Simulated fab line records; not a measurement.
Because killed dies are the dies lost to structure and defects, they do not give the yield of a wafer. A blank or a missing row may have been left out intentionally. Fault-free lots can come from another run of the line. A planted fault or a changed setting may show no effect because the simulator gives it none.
A single fault, viewed from 2 desks :: flow rit_cmos :: every desk sees just its own numbers, and what lay behind them comes last

## AT THE TOOL OWNER'S DESK: implanter-01
For each lot that ran on this tool, the mean over its sampled wafers that have a number, from the tool's own readings at RIT_NRETRO_IMPLANT_08. A lot is out of limits, marked OUT, if its mean lies more than 4 standard deviations from the usual mean; the brackets give that distance.
Columns: A = dose_ions_cm2 at RIT_NRETRO_IMPLANT_08, usual 1.0001e+13; B = faraday_current_uA at RIT_NRETRO_IMPLANT_08, usual 31.8
lot: L421
first seen here: day 2 21:06
A: 9.9887e+12
B: 31.3

lot: L430
first seen here: day 4 22:18
A: 9.9987e+12
B: 31.5

lot: L436
first seen here: day 6 00:37
A: 1.6208e+13 (+99 or more) OUT
B: 51.7 (+33) OUT

lot: L440
first seen here: day 6 20:16
A: 1.6187e+13 (+99 or more) OUT
B: 51.6 (+33) OUT
This desk's verdict: out of limits on L436, L440, starting with L436 at day 6 00:37 (dose_ions_cm2 at RIT_NRETRO_IMPLANT_08). In limits: L421, L430.

## FROM THE METROLOGY DESK
Lot by lot, what the gauges showed, no matter which tool ran the lot: averages of those sampled wafers that carry a number. A lot is out of limits, marked OUT, if its mean lies more than 4 standard deviations from the usual mean; the brackets give that distance.
Columns: A = NRETRO_TW at RIT_NRETRO_TW_MEAS_10, usual 1048
lot: L421
first seen here: day 2 21:25
A: 1061

lot: L422
first seen here: day 3 01:32
A: 1047

lot: L423
first seen here: day 3 06:55
A: 1042

lot: L424
first seen here: day 3 14:58
A: 1041

lot: L425
first seen here: day 3 17:55
A: 1041

lot: L426
first seen here: day 4 01:52
A: 1049

lot: L427
first seen here: day 4 04:55
A: 1035

lot: L428
first seen here: day 4 09:08
A: 1048

lot: L430
first seen here: day 4 22:38
A: 1055

lot: L434
first seen here: day 5 18:41
A: 1058

lot: L435
first seen here: day 6 00:40
A: 1068

lot: L436
first seen here: day 6 00:55
A: 1240 (+22) OUT

lot: L440
first seen here: day 6 20:35
A: 1211 (+19) OUT

lot: L441
first seen here: day 7 00:18
A: 1035
This desk's finding: out of limits on L436, L440; first on L436, day 6 00:55 (NRETRO_TW at RIT_NRETRO_TW_MEAS_10). In limits: L421, L422, L423, L424, L425, L426, L427, L428, L430, L434, L435, L441.

## PUT TOGETHER
On L436, L440, at day 6 00:37, an alarm was possible from the tool owner's desk.
L436, L440 would have let the metrology desk raise an alarm at day 6 00:55.
RIT_NRETRO_IMPLANT_08 was run on implanter-01 by each of the lots named.

## WHAT THE SIMULATOR PUT IN
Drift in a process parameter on implanter-01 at RIT_NRETRO_IMPLANT_08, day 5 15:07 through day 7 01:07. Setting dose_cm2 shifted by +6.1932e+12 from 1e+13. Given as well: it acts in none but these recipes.
Lots struck among those shown: L436, L440.
Delay (hours) between the fault's onset and each desk's first out-of-limits reading: 10 at the tool owner's desk, 10 at the metrology desk.
